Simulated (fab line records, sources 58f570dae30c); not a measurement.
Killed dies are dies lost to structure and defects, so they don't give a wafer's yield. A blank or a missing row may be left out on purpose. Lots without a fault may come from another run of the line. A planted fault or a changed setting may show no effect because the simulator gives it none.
Problem report in the 8D (eight disciplines) form, filled by code | flow berkeley_cmos170 | the parts of the form that need people (team, actions taken, sign-off) are left out

1. THE PROBLEM
run_length_s at UCB170_M1_METAL_ETCH_12 reads a mean of 148.88 s on 2 wafers of 1 lot; wafers without a fault read 158.19 s with a standard deviation of 0.24. That is -39 standard deviations from the usual mean.
The step: etches Al in Cl2/BCl3, stops on PSG, target depth 780 nm, time 130 s.
First seen on wafer L228.4, day 12 20:22, on rie_metal-04. The record holds 38 wafers of 13 lots with a number at this step. Rule for "out", or "out of limits": more than 4 standard deviations from the usual mean. The other wafers with a number count as sound.

2. WHAT IT IS AND WHAT IT IS NOT
question                    | is                     | is not
which readings at this step | run_length_s           | drypump_motor_current_A, throttle_valve_pct
which lots                  | L228                   | L209, L210, L211, L213, L214, L216, L217, L218, L219, L220, L227, L232
which wafers of those lots  | all that have a number | -
read on which tools         | rie_metal-04           | rie_metal-01, rie_metal-02
when                        | from day 12 20:22      | up to then (36 sound wafers)

3. SUSPECTS, AND WHAT RULES EACH OUT
Counting: a tool at a process step up to the reading stays a suspect if it ran every lot that is out and no sound lot after the first of them.
- plasma_asher-02 at UCB170_CONTACT_STRIP_19 (strips in O2): kept. It ran the lot that is out, L228 (day 12 18:35), and no sound lot after that; its last sound lot up to then is L218 (day 10 17:05).
- rie_metal-04 at UCB170_M1_METAL_ETCH_12 (etches Al in Cl2/BCl3, stops on PSG, target depth 780 nm, time 130 s): kept. It ran the lot that is out, L228 (day 12 20:22), and no sound lot after that; its last sound lot up to then is L219 (day 10 18:53). Its own readings are out on those wafers: run_length_s.
Left after counting: plasma_asher-02 at UCB170_CONTACT_STRIP_19, rie_metal-04 at UCB170_M1_METAL_ETCH_12.

4. THE CAUSE (what the simulator had put in)
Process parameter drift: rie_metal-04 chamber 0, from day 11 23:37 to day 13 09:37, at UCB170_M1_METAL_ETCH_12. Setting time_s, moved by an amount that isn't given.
Counting left 2 suspects, and this tool is among them.

5. THE CHAIN OF EFFECTS, in route order
Each row: a reading whose mean over the struck wafers that have a number lies more than 3 standard deviations from the usual. Only readings for which the record gives a usual standard deviation are gone through. hours: the time from each lot's start at the first step in this table that gives one to its start at this step, as a median over the lots. sigmas: the change in usual standard deviations.
hours | step                    | reading      | usual    | on struck wafers | change | sigmas
0     | UCB170_M1_METAL_ETCH_12 | run_length_s | 158.19 s | 148.88           | -9.31  | -39
The process steps in it:
- UCB170_M1_METAL_ETCH_12: etches Al in Cl2/BCl3, stops on PSG, target depth 780 nm, time 130 s.
Later measuring or inspecting steps at which every struck wafer that the step has a row for has a number for every such reading, and none has moved that far: UCB170_V1_OVL_MEAS_13.

6. WHAT WOULD HAVE CAUGHT IT SOONER
In this record the first reading out of limits was taken at day 12 20:22, 21 hours after the fault began at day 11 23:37.
